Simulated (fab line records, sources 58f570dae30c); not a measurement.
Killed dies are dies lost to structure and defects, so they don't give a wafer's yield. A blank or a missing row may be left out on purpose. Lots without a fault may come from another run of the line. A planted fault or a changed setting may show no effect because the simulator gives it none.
A struck lot beside a sound one | flow berkeley_cmos170 | 14 steps out of a route of 331
Sound: wafers L681.1, L681.4, L681.5. Struck: wafers L675.1, L675.3, L675.4. The cause comes at the end.
At each step with rows: each side's tool, then ch and its chambers, then its first start. Under that, the readings that differ: sound wafers | struck wafers | difference of the means | sigmas: that difference in standard deviations of wafers without a fault.
alike: readings whose means differ by less than 2 such deviations, and words and numbers that are the same on both sides. not compared: withheld readings, readings that some wafer has no value for, bounds like >300 that may hide the same value, and numbers for which the record gives no deviation and whose values overlap.
The two part at a step that has a row with sigmas, a row that says differs or no value, or rows on one side only. Numbers that don't overlap but have no deviation are shown without sigmas and don't part them. A reading that every wafer of one side lacks parts them only if that side has two wafers or more.

first, 1 step without rows for these wafers: UCB170_GATE_DEVELOP_11 (develop time 45 s).
UCB170_GATE_CD_MEAS_12: target cd 350 nm.
  sound on cd_sem-01, day 10 21:58; struck on cd_sem-01, day 9 18:06
  alike: cd_nm
UCB170_GATE_OVL_MEAS_13:
  sound on overlay-01, day 10 22:05; struck on overlay-01, day 9 18:13
  alike: GATE_OVL
UCB170_GATE_ETCH_14: etches BARC in N2/H2.
  sound on rie_diel-01 ch 0, day 10 22:08; struck on rie_diel-02 ch 0,1,2, day 9 18:16
  alike: drypump_motor_current_A, h2_flow_sccm, oes_product_au, throttle_valve_pct
UCB170_GATE_ETCH_15: etches poly-Si in HBr/Cl2, stops on SiO2, time 56.3 s, target depth 278.2 nm.
  sound on rie_si-01 ch 1,2,3, day 10 22:11; struck on rie_si-02 ch 0,2,3, day 9 18:18
  alike: HBr_flow_sccm, drypump_motor_current_A, oes_product_au, throttle_valve_pct
  not compared: rf_hours_counter_h
UCB170_GATE_STRIP_16: strips in O2.
  sound on plasma_asher-01 ch 0,1, day 10 22:14; struck on plasma_asher-03 ch 0,1, day 9 18:21
  alike: drypump_motor_current_A, o2_flow_sccm, oes_product_au
  not compared: rf_hours_counter_h
UCB170_GATE_CD_MEAS_90: target cd 350 nm.
  sound on cd_sem-01, day 10 22:20; struck on cd_sem-01, day 9 18:27
  alike: cd_nm
then, 5 steps without rows for these wafers: UCB170_GATE_CLEAN_17 (cleans in SPM, time 600 s); UCB170_PLDD_HMDS_00 (prime time 60 s); UCB170_PLDD_COAT_01 (resist thk 900 nm); UCB170_PLDD_SOFTBAKE_02 (time 60 s); UCB170_PLDD_EXPOSE_03 (exposes mask PSELECT, target cd 1200 nm).
UCB170_PLDD_PEB_04:
  sound on litho_track-03 ch 0, day 10 23:24; struck on litho_track-02, day 9 20:28
  no value came back on the struck wafers for chill_plate_temp_C (C), exhaust_pa (Pa); on the sound wafers chill_plate_temp_C (C) reads 22.91 22.87 23.02
then, 1 step without rows for these wafers: UCB170_PLDD_DEVELOP_05 (develop time 45 s).

WHERE THEY PART
Only at UCB170_PLDD_PEB_04, within this record.

WHY: what the simulator had put in
Skipped step whole: litho_track-02, from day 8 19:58 on, at UCB170_PLDD_PEB_04. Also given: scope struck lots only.
